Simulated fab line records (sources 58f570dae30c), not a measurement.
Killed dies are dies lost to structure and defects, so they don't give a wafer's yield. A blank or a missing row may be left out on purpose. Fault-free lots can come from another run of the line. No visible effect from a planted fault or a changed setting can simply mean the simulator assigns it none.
Which tool was responsible?	flow berkeleyCmos170	Sampling: 13 lots, 39 wafers, 3 of 331 route steps

WHAT THE GAUGES READ, wafer by wafer
UCB170_M2_OVL_MEAS_16. Usual: for M2_OVL the level is -3 nm and the standard deviation is 4.7.
lot	measured	on	M2_OVL (nm)	flag
L271	day 8 03:47	overlay-02	-8 -10 -1	
L272	day 8 11:13	overlay-01	-2 -2 -7	
L273	day 8 23:14	overlay-01	3 3 0	
L274	day 9 09:46	overlay-01	4 -1 -1	
L275	day 9 11:06	overlay-02	-3 0 -9	
L276	day 9 15:08	overlay-02	-2 1 1	
L278	day 9 17:37	overlay-01	-8 -6 -5	
L277	day 10 05:52	overlay-02	1 -7 -4	
L282	day 10 14:40	overlay-01	-4 0 -10	
L285	day 11 16:57	overlay-02	4 0 7	
L287	day 12 00:54	overlay-01	-7 -5 -7	
L290	day 12 22:46	overlay-01	-4 -2 -4	
L291	day 13 02:04	overlay-02	-1 -7 -4	

UCB170_V2_OVL_MEAS_13. Usual: for V2_OVL the level is -2 nm and the standard deviation is 5.7.
lot	measured	on	V2_OVL (nm)	flag
L271	day 8 06:41	overlay-02	3 -8 -5	
L272	day 8 14:09	overlay-02	4 5 15	
L273	day 9 01:44	overlay-01	-4 4 2	
L274	day 9 12:28	overlay-02	-3 -7 -4	
L275	day 9 13:33	overlay-02	-6 1 -8	
L276	day 9 18:19	overlay-01	4 6 3	
L278	day 9 20:04	overlay-01	-2 -9 -3	
L277	day 10 09:36	overlay-02	2 -4 7	
L282	day 10 17:28	overlay-01	-5 -9 -3	
L285	day 11 19:18	overlay-01	-15 -4 2	
L287	day 12 05:14	overlay-01	-1 4 -3	
L290	day 13 01:19	overlay-01	-6 -7 -8	
L291	day 13 04:34	overlay-02	-11 8 8	

WHAT TOOL EACH LOT RAN ON (gives the tool, then ch and the chambers of the sampled wafers, and finally the start)
lot	UCB170_M2_STRIP_07
L271	plasmaAsher-02 ch 0,1, day 8 02:33
L272	plasmaAsher-01 ch 0,1, day 8 09:10
L273	plasmaAsher-02 ch 0,1, day 8 22:00
L274	plasmaAsher-04 ch 0,1, day 9 07:40
L275	plasmaAsher-02 ch 0,1, day 9 09:26
L276	plasmaAsher-02 ch 0,1, day 9 13:47
L278	plasmaAsher-04 ch 0,1, day 9 16:04
L277	plasmaAsher-04 ch 0,1, day 10 04:11
L282	plasmaAsher-04 ch 0,1, day 10 13:19
L285	plasmaAsher-02 ch 0,1, day 11 15:35
L287	plasmaAsher-01 ch 0,1, day 11 23:20
L290	plasmaAsher-04 ch 0,1, day 12 20:53
L291	plasmaAsher-04 ch 0,1, day 13 00:37
- UCB170_M2_STRIP_07: strips in O2.

WHAT THE TOOLS THEMSELVES READ (means of the sampled wafers that have a number; where no wafer has one, the mark that the record gives instead)
UCB170_M2_STRIP_07. Usual: drypumpMotorCurrentA 5.9 A, standard deviation 0.6; oesProductAu 0.734 a.u., standard deviation 0.0048; stripTimeToEndpointS 21.98 s, standard deviation 0.067.
lot	tool	drypumpMotorCurrentA (A)	oesProductAu (a.u.)	stripTimeToEndpointS (s)	flag
L271	plasmaAsher-02	6.2	0.736	22.03	
L272	plasmaAsher-01	6.0	0.732	21.96	
L273	plasmaAsher-02	5.9	0.731	22.11	
L274	plasmaAsher-04	5.5	0.738	21.97	
L275	plasmaAsher-02	5.9	0.736	22.03	
L276	plasmaAsher-02	6.2	0.733	21.99	
L278	plasmaAsher-04	6.1	0.728	22.06	
L277	plasmaAsher-04	5.5	0.736	21.99	
L282	plasmaAsher-04	6.0	0.735	21.98	
L285	plasmaAsher-02	6.2	0.733	21.94	
L287	plasmaAsher-01	5.9	0.730	21.85	
L290	plasmaAsher-04	5.5	0.736	21.86	
L291	plasmaAsher-04	5.5	0.736	21.97	

THE ANSWER, worked out from the rows above alone
Rule: a lot counts as off when the mean over its wafers that have a number is more than 3 standard deviations away from the usual mean. A lot without any number at a reading at which 4 lots or more have one is off too. Any other lot the step has rows for is counted as sound. After the gauges, taken in route order, come the tools' own readings; for these a lot's mean is taken, as printed above. At the first step where some lot is off, the reading lying furthest off is the one used; lots without a number count as furthest.
Across all readings shown, no lot is off: no conclusion can be drawn from this.

WHAT THE SIMULATOR HAD INSERTED
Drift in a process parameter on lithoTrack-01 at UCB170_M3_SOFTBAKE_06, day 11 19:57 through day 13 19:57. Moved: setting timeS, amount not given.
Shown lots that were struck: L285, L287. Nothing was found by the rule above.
